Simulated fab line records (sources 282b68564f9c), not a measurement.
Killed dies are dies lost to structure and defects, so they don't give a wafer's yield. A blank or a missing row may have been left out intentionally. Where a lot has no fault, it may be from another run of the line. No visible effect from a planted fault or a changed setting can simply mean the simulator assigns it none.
fab line records -- flow rit_cmos
[record] lots = 13, wafers = 39, last_day = 7
route steps=202 shown ACTIVE@4 M1@202
lots untouched by any fault: they come from a run of this same line in which no faults occurred
start_h: hours from the record's opening day to when the first of the lot's shown wafers began -- wait_h: time in hours since the lot's previous step -- " the same as in the row above -- L1.1+2: several wafers, shown together as one row -- - no value present, or no start provided -- * or withheld: withheld -- < > ~ a bound
route shown NAME@n: a module of which the file shows steps, and the number in the route of the first -- usual: mean/standard deviation of fault-free wafers -- same: alike in all rows -- chamber/n: place in a boat -- sites: each site's reading -- _std_site: standard deviation of those values -- _edge_site: inner sites' mean taken away from outer sites' mean -- radius_mm: for every site, how far away it sits from the centre of the wafer -- mask NAME#n: copy n -- behind: the tool/chamber that last shaped the wafer -- hold: the reason the lot was held/the length of the hold in hours/how it ended -- device: the n, p or np transistor that did not switch -- end of line: the tests these same wafers got at the end of their route -- a step with no rows: only its recipe -- killed: not the wafer's yield, but the dies lost to structure and defects at the first sort -- map: dies across one wafer; x = killed, . = not, _ = none there
set.NAME: the setting as run; set.NAME@STEP: as run at that earlier step -- model.NAME: the simulator's own value behind a step, which no gauge read
the route's steps for a sample of lots (tables are steps, rows are wafers)
services: from which hour (start_h, from the record's first day; less than 0 if before it) a tool's chamber was out of use, for how many hours, and why
[[steps]]
[step RIT_ACTIVE_CVD_03]
[recipe] material = Si3N4, target_thk_nm = 150, temp_c = 810, precursor = SiH2Cl2/NH3, time_s = 1500, pressure_mtorr = 300, sih2cl2_flow_sccm = 60, nh3_flow_sccm = 150
[usual] zone_power_load_pct = 22.2/2.3
lot.wafer,tool,chamber,start_h,wait_h,zone_power_load_pct
L132.4,lpcvd-01,0,12.29,0.0,22.4
L132.5,lpcvd-01,0,12.29,0.0,21.9
L132.6,lpcvd-01,0,12.29,0.0,21.9
L133.4,lpcvd-01,0,17.26,0.0,22.3
L133.5,lpcvd-01,0,17.26,0.0,22.6
L133.6,lpcvd-01,0,17.26,0.0,22.3
L134.3,lpcvd-01,1,22.11,0.0,25.4
L134.5,lpcvd-01,1,22.11,0.0,25.3
L134.6,lpcvd-01,1,22.11,0.0,25.1
L135.2,lpcvd-01,1,27.11,0.0,25.6
L135.4,lpcvd-01,1,27.11,0.0,25.3
L135.5,lpcvd-01,1,27.11,0.0,25.4
L136.1,lpcvd-02,1,32.11,0.1,20.6
L136.2,lpcvd-02,1,32.11,0.1,20.8
L136.4,lpcvd-02,1,32.11,0.1,20.5
L137.1,lpcvd-01,0,38.52,0.4,22.2
L137.2,lpcvd-01,0,38.52,0.4,22.3
L137.4,lpcvd-01,0,38.52,0.4,22.0
L139.3,lpcvd-01,1,48.83,0.2,25.3
L139.5,lpcvd-01,1,48.83,0.2,25.0
L139.6,lpcvd-01,1,48.83,0.2,25.1
L140.2,lpcvd-02,0,54.84,0.0,18.7
L140.4,lpcvd-02,0,54.84,0.0,18.8
L140.6,lpcvd-02,0,54.84,0.0,19.0
L141.2,lpcvd-02,1,58.09,0.0,20.9
L141.5,lpcvd-02,1,58.09,0.0,20.6
L141.6,lpcvd-02,1,58.09,0.0,20.4
L142.2,lpcvd-01,1,63.40,0.0,25.2
L142.3,lpcvd-01,1,63.40,0.0,25.3
L142.4,lpcvd-01,1,63.40,0.0,25.2
L145.2,lpcvd-01,0,79.15,0.0,22.5
L145.3,lpcvd-01,0,79.15,0.0,22.4
L145.6,lpcvd-01,0,79.15,0.0,22.2
L146.1,lpcvd-02,1,82.11,0.1,20.7
L146.3,lpcvd-02,1,82.11,0.1,20.8
L146.4,lpcvd-02,1,82.11,0.1,20.9
L154.1,lpcvd-02,1,122.44,0.1,21.0
L154.3,lpcvd-02,1,122.44,0.1,20.7
L154.6,lpcvd-02,1,122.44,0.1,20.8
[step RIT_ACTIVE_THK_MEAS_04]
[recipe] reads = Si3N4_of_ACTIVE_CVD_03
[usual] ACTIVE_NITRIDE_THK = 149.9/1.5
lot.wafer,tool,chamber,start_h,wait_h,hold,ACTIVE_NITRIDE_THK[nm]
L132.4,film_metro-03,-,13.73,0.0,-,150.2
L132.5,film_metro-03,-,13.73,0.0,-,149.3
L132.6,film_metro-03,-,13.73,0.0,-,149.3
L133.4,film_metro-01,-,18.70,0.0,-,150.2
L133.5,film_metro-01,-,18.70,0.0,-,150.5
L133.6,film_metro-01,-,18.70,0.0,-,149.1
L134.3,film_metro-01,-,23.55,0.0,-,151.7
L134.5,film_metro-01,-,23.55,0.0,-,152.8
L134.6,film_metro-01,-,23.55,0.0,-,153.7
L135.2,film_metro-01,-,28.54,0.0,-,148.1
L135.4,film_metro-01,-,28.54,0.0,-,148.7
L135.5,film_metro-01,-,28.54,0.0,-,148.8
L136.1,film_metro-03,-,33.53,0.0,-,151.5
L136.2,film_metro-03,-,33.53,0.0,-,150.8
L136.4,film_metro-03,-,33.53,0.0,-,150.5
L137.1,film_metro-01,-,40.65,0.0,-,151.0
L137.2,film_metro-01,-,40.65,0.0,-,149.4
L137.4,film_metro-01,-,40.65,0.0,-,149.7
L139.3,film_metro-01,-,50.27,0.0,-,150.1
L139.5,film_metro-01,-,50.27,0.0,-,151.0
L139.6,film_metro-01,-,50.27,0.0,-,150.6
L140.2,film_metro-01,-,56.27,0.0,-,151.7
L140.4,film_metro-01,-,56.27,0.0,-,151.2
L140.6,film_metro-01,-,56.27,0.0,-,152.7
L141.2,film_metro-02,-,59.52,0.0,-,148.3
L141.5,film_metro-02,-,59.52,0.0,-,147.9
L141.6,film_metro-02,-,59.52,0.0,-,147.6
L142.2,film_metro-02,-,64.83,0.0,await_dispo/0.2h/release,132.9
L142.3,film_metro-02,-,64.83,0.0,await_dispo/0.2h/release,133.4
L142.4,film_metro-02,-,64.83,0.0,await_dispo/0.2h/release,133.0
L142.2,film_metro-02,-,65.16,0.3,-,133.0
L142.3,film_metro-02,-,65.16,0.3,-,133.4
L142.4,film_metro-02,-,65.16,0.3,-,133.0
L145.2,film_metro-03,-,80.57,0.0,await_dispo/0.2h/release,136.6
L145.3,film_metro-03,-,80.57,0.0,await_dispo/0.2h/release,135.5
L145.6,film_metro-03,-,80.57,0.0,await_dispo/0.2h/release,133.9
L145.2,film_metro-03,-,80.80,0.2,-,136.4
L145.3,film_metro-03,-,80.80,0.2,-,135.2
L145.6,film_metro-03,-,80.80,0.2,-,134.0
L146.1,film_metro-03,-,84.24,0.0,-,148.0
L146.3,film_metro-03,-,84.24,0.0,-,149.4
L146.4,film_metro-03,-,84.24,0.0,-,148.4
L154.1,film_metro-01,-,124.56,0.0,-,149.5
L154.3,film_metro-01,-,124.56,0.0,-,150.5
L154.6,film_metro-01,-,124.56,0.0,-,151.6
[step RIT_ACTIVE_ETCH_13]
[recipe] stop_on = SiO2, chemistry = SF6, target = Si3N4, time_s = 210, over_etch_frac = 0.4, SF6_flow_sccm = 200, pressure_mtorr = 260, rf_w = 125, target_depth_a = 2100
[usual] SF6_flow_sccm = 200.0/0.69, drypump_motor_current_A = 5.6/0.55, oes_product_au = 0.823/0.014, throttle_valve_pct = 7.46/0.11
lot.wafer,tool,chamber,start_h,wait_h,SF6_flow_sccm,drypump_motor_current_A,oes_product_au,rf_hours_counter_h,throttle_valve_pct
L132.4,rie_diel-04,3,14.95,0.1,198.8,5.9,0.837,-,7.50
L132.5,rie_diel-04,0,14.95,0.1,199.1,5.7,0.801,-,7.51
L132.6,rie_diel-04,1,14.95,0.1,198.6,4.7,0.828,-,7.38
L133.4,rie_diel-01,2,19.86,0.1,199.3,5.3,0.839,131,7.27
L133.5,rie_diel-01,3,19.86,0.1,200.7,5.3,0.798,-,7.66
L133.6,rie_diel-01,2,19.86,0.1,200.2,5.3,0.834,-,7.30
L134.3,rie_diel-01,2,25.02,0.1,200.1,5.3,0.846,131,7.27
L134.5,rie_diel-01,0,25.02,0.1,200.1,6.3,0.842,-,7.45
L134.6,rie_diel-01,3,25.02,0.1,198.8,5.3,0.825,-,7.65
L135.2,rie_diel-02,2,29.83,0.1,199.6,5.0,0.816,97,7.33
L135.4,rie_diel-02,0,29.83,0.1,199.7,5.2,0.830,51,7.35
L135.5,rie_diel-02,3,29.83,0.1,200.2,5.9,0.840,-,7.61
L136.1,rie_diel-04,0,34.71,0.1,200.7,5.7,0.812,39,7.52
L136.2,rie_diel-04,1,34.71,0.1,200.1,4.8,0.824,133,7.37
L136.4,rie_diel-04,2,34.71,0.1,200.4,6.5,0.818,0,7.45
L137.1,rie_diel-01,2,41.95,0.1,199.9,5.3,0.837,131,7.26
L137.2,rie_diel-01,0,41.95,0.1,200.9,6.4,0.842,85,7.42
L137.4,rie_diel-01,3,41.95,0.1,199.4,5.3,0.815,-,7.64
L139.3,rie_diel-04,3,51.55,0.1,200.3,5.9,0.835,35,7.49
L139.5,rie_diel-04,1,51.55,0.1,199.3,4.8,0.829,-,7.38
L139.6,rie_diel-04,0,51.55,0.1,200.5,5.7,0.811,-,7.50
L140.2,rie_diel-02,2,57.57,0.1,200.5,5.0,0.829,97,7.33
L140.4,rie_diel-02,1,57.57,0.1,199.5,5.8,0.818,52,7.52
L140.6,rie_diel-02,3,57.57,0.1,200.0,6.0,0.860,-,7.61
L141.2,rie_diel-01,3,60.92,0.1,199.2,5.3,0.799,4,7.63
L141.5,rie_diel-01,0,60.92,0.1,199.1,6.3,0.825,-,7.42
L141.6,rie_diel-01,2,60.92,0.1,199.8,5.3,0.824,-,7.28
L142.2,rie_diel-04,1,70.02,0.1,199.7,4.8,0.774,133,7.35
L142.3,rie_diel-04,0,70.02,0.1,200.4,5.7,0.753,40,7.51
L142.4,rie_diel-04,2,70.02,0.1,201.2,6.5,0.760,1,7.44
L145.2,rie_diel-02,0,83.76,0.1,199.7,5.2,0.796,53,7.34
L145.3,rie_diel-02,2,83.76,0.1,199.7,5.0,0.770,98,7.34
L145.6,rie_diel-02,0,83.76,0.1,199.3,5.2,0.792,-,7.34
L146.1,rie_diel-02,0,85.73,0.1,200.2,5.3,0.834,53,7.35
L146.3,rie_diel-02,3,85.73,0.1,200.0,5.9,0.842,95,7.62
L146.4,rie_diel-02,2,85.73,0.1,200.5,5.0,0.815,98,7.35
L154.1,rie_diel-04,3,125.87,0.1,199.4,5.9,0.828,37,7.51
L154.3,rie_diel-04,1,125.87,0.1,199.9,4.8,0.830,135,7.37
L154.6,rie_diel-04,0,125.87,0.1,200.7,5.7,0.813,-,7.50
[step RIT_M1_PROBE_99]
[usual] killed_at_contacts = 0.0/0.22, killed_at_front_end = 6.6/3, killed_dies = 6.6/3, killed_open = 3.4/2, killed_short = 3.2/2
[same] gross_dies = 264, killed_at_M0_to_M3 = 0, killed_at_M4_up = 0, killed_at_back_side = 0, killed_at_other = 0
lot.wafer,tool,chamber,start_h,wait_h,killed_at_contacts,killed_at_front_end,killed_dies,killed_open,killed_short
L142.2,prober-01,-,120.49,0.1,0,6,6,3,3
L142.3,prober-01,-,120.54,0.2,0,2,2,1,1
L142.4,prober-01,-,120.59,0.2,0,6,6,5,1
L145.2,prober-01,-,132.55,0.1,0,7,7,2,5
L145.3,prober-01,-,132.60,0.2,0,5,5,3,2
L145.6,prober-01,-,132.75,0.2,0,8,8,4,4
// killed by level:class
L142.2 GATE:geometric_particle:open=2 FOX1:geometric_particle:short=1 GATE:geometric_particle:short=1 SILICIDE:geometric_particle:short=1 SILICIDE:geometric_particle:open=1
L142.3 GATE:geometric_particle:short=1 REOX:geometric_particle:open=1
L142.4 GATE:geometric_particle:open=4 FOX1:geometric_particle:open=1 REOX:geometric_particle:short=1
L145.2 FOX2:geometric_particle:short=2 SILICIDE:geometric_particle:short=2 GATE:geometric_particle:short=1 SPACER:geometric_particle:open=1 SILICIDE:geometric_particle:open=1
L145.3 GATE:geometric_particle:short=2 GATE:geometric_particle:open=1 SPACER:geometric_particle:open=1 SILICIDE:geometric_particle:open=1
L145.6 GATE:geometric_particle:open=2 SPACER:geometric_particle:short=2 SILICIDE:geometric_particle:open=2 REOX:geometric_particle:short=1 SILICIDE:geometric_particle:short=1
[[services]]
tool,chamber,start_h,hours,kind
rie_diel-04,-,-8.84,17.2,repair
lpcvd-02,-,-5.99,2.8,pm
rie_diel-02,3,-0.68,2.8,repair
rie_diel-04,2,8.36,-,clean
rie_diel-04,2,8.36,23.7,scheduled_down
rie_diel-04,2,8.36,23.7,vent_cycle
rie_diel-01,-,33.88,0.5,repair
lpcvd-02,-,35.00,14.6,pm
rie_diel-01,1,35.75,48.8,repair
rie_diel-04,1,54.60,8.1,repair
rie_diel-02,3,60.54,7.6,repair
rie_diel-04,2,71.74,8.0,repair
rie_diel-04,2,81.53,3.8,repair
rie_diel-04,2,94.22,3.2,repair
rie_diel-01,2,123.10,3.8,repair
[[key]]
[first_sign] step = RIT_ACTIVE_THK_MEAS_04, reading = visit, direction = added
[effect] step = RIT_ACTIVE_THK_MEAS_04, reading = ACTIVE_NITRIDE_THK, direction = down, sigmas = 10, usual = 149.9, struck = 134.2
[effect] step = RIT_ACTIVE_ETCH_13, reading = oes_product_au, direction = down, sigmas = 3.5, usual = 0.823, struck = 0.774
met_at RIT_ACTIVE_CVD_03
struck_lots L142,L145
tester_left_out L142,L145
onset_between 48.83 63.40
[fault] kind = site_profile_drift, tool = lpcvd-01, chamber = -, onset_h = 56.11, steps = RIT_ACTIVE_CVD_03, basis = fraction, max_abs_drift = 0.23727, slope_share_per_hr = 118.64, site_pattern = 0,0,0,0,0,-1,-1,-1,-1
// tester_left_out: of these lots the tester's yield and bins aren't shown, on N5 and GAA mostly nor the transistor test; their killed dies are dies lost to structure and defects alone, not to doping, threshold or leakage, so they don't give the yield
